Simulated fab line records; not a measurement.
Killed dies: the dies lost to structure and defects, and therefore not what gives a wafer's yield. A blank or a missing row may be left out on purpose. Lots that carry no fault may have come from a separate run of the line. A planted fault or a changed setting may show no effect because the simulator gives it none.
A single fault, viewed from 2 desks    flow ritCmos    every desk sees just its own numbers, and what lay behind them comes last

== THE METROLOGY DESK ==
What the gauges read, lot by lot, whatever tool the lot ran on: means of the sampled wafers that have a number. If a lot's mean is further than 4 standard deviations from the usual mean, the lot is out of limits and carries the mark OUT (the distance appears in the brackets).
Columns: A = PWELL_OVL at RIT_PWELL_OVL_MEAS_06, usual 0.6 nm; B = PWELL_TW at RIT_PWELL_TW_MEAS_10, usual 954; C = NWELL_RS at RIT_WELLDRIVE_RS_MEAS_01, usual 275.6 ohm/sq; D = PWELL_RS at RIT_WELLDRIVE_RS_MEAS_02, usual 429.4 ohm/sq; E = NRETRO_OVL at RIT_NRETRO_OVL_MEAS_06, usual 0.2 nm
lot   first seen here  A     B    C      D      E
L304  day 1 23:37      -0.2  962  274.8  429.8  1.1
L305  day 2 03:38      -2.4  961  273.9  429.7  0.1
L309  day 3 05:04      0.6   943  275.0  430.6  0.7
L313  day 3 19:04      -0.9  954  275.0  427.5  1.3
L316  day 4 11:26      -1.3  947  275.7  430.0  -0.2
L318  day 4 21:53      -1.3  953  275.2  430.5  -0.7
Finding of this desk: none of the 6 lots has anything out of limits.

== AT THE TOOL OWNER'S DESK: lithoTrack-01 ==
The tool's own readings at RIT_NRETRO_COAT_01 (resist thk 1300 nm): means of the sampled wafers that have a number, for each lot that ran on this tool. If a lot's mean is further than 4 standard deviations from the usual mean, the lot is out of limits and carries the mark OUT (the distance appears in the brackets).
Columns: A = spinSpeedRpm at RIT_NRETRO_COAT_01, usual 2000.1 rpm
lot   first seen here  A
L305  day 2 10:15      2000.5
L309  day 3 11:13      2084.2 (+65) OUT
L313  day 4 01:14      2083.3 (+64) OUT
This desk finds L309, L313 out of limits, L309 being first, at day 3 11:13 (spinSpeedRpm at RIT_NRETRO_COAT_01). L305 stayed within limits.

== BROUGHT TOGETHER ==
At day 3 11:13, on L309, L313, the tool owner's desk was in a position to raise an alarm.
From the metrology desk's view, nothing was out of limits.
The metrology desk has L309, L313 on record, within its limits.
On lithoTrack-01, each named lot ran RIT_NRETRO_COAT_01.

== WHAT THE SIMULATOR PUT IN ==
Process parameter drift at RIT_NRETRO_COAT_01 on lithoTrack-01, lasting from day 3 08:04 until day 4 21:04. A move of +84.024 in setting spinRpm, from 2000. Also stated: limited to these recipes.
Struck lots among those shown: L309, L313.
How many hours passed from the start of the fault until each desk's first out-of-limits reading: the tool owner's desk, 3.
